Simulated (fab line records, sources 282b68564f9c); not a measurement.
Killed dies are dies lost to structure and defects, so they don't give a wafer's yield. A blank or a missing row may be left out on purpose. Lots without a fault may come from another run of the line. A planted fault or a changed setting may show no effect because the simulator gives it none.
One fault seen from 2 desks | flow rit_cmos | each desk has only its own numbers; what lay behind them comes last

THE TOOL OWNER'S DESK: furnace-03
The tool's own readings at RIT_GATE_OXIDATION_05 (target thk 3 nm, ox time 270 s): means of the sampled wafers that have a number, for each lot that ran on this tool. A lot is out of limits, marked OUT, if its mean lies more than 4 standard deviations from the usual mean; the brackets give that distance.
Columns: A = spike_tc_centre_C at RIT_GATE_OXIDATION_05, usual 901.7 C; B = spike_tc_source_C at RIT_GATE_OXIDATION_05, usual 924.3 C; C = tube_center_temp_C at RIT_GATE_OXIDATION_05, usual 899.99 C; D = tube_center_temp_C_max at RIT_GATE_OXIDATION_05, usual 902.3
lot  | first seen here | A     | B     | C                | D
L227 | day 3 00:50     | 901.6 | 925.1 | 900.13           | 902.5
L228 | day 3 05:01     | 902.7 | 925.1 | 899.99           | 902.2
L229 | day 3 10:20     | 897.1 | 920.1 | 894.95 (-63) OUT | 897.3 (-13) OUT
L231 | day 3 23:47     | 897.3 | 920.0 | 895.03 (-62) OUT | 897.2 (-13) OUT
L243 | day 6 13:26     | 901.8 | 926.1 | 899.97           | 902.0
L246 | day 7 06:18     | 901.7 | 924.5 | 899.95           | 902.0
This desk's finding: out of limits on L229, L231; first on L229, day 3 10:20 (tube_center_temp_C at RIT_GATE_OXIDATION_05). In limits: L227, L228, L243, L246.

THE METROLOGY DESK
What the gauges read, lot by lot, whatever tool the lot ran on: means of the sampled wafers that have a number. A lot is out of limits, marked OUT, if its mean lies more than 4 standard deviations from the usual mean; the brackets give that distance.
Columns: A = NWELL_OVL at RIT_NWELL_OVL_MEAS_06, usual 0.8 nm; B = GATE_OVL at RIT_GATE_OVL_MEAS_17, usual -0.3 nm
lot  | first seen here | A    | B
L224 | day 1 21:50     | -1.2 | -0.6
L225 | day 2 03:05     | -1.2 | -1.0
L226 | day 2 08:35     | 0.9  | -0.1
L227 | day 2 11:12     | 1.0  | -1.8
L228 | day 2 17:19     | 1.6  | -0.4
L229 | day 2 21:31     | -0.2 | 0.6
L231 | day 3 11:13     | -0.2 | -0.7
L232 | day 3 15:42     | -0.0 | -0.7
L233 | day 3 17:45     | 3.1  | 0.0
L241 | day 5 11:16     | -0.5 | 1.9
L243 | day 5 22:22     | -0.6 | -1.9
L244 | day 6 03:14     | 0.9  | -1.1
L245 | day 6 07:43     | 2.3  | 2.0
L246 | day 6 15:47     | 0.8  | 0.1
This desk's finding: nothing out of limits on any of the 14 lots.

PUT TOGETHER
The tool owner's desk could have raised an alarm at day 3 10:20, on L229, L231.
The metrology desk saw nothing out of limits.
The metrology desk has L229, L231 on record, within its limits.
Of the lots named, all ran RIT_GATE_OXIDATION_05 on furnace-03.

WHAT THE SIMULATOR HAD PUT IN
Process parameter drift: furnace-03, from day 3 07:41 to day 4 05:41, at RIT_GATE_OXIDATION_05. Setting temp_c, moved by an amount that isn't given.
Lots struck among those shown: L229, L231.
Hours from the fault's start to each desk's first reading out of limits: the tool owner's desk, 3.
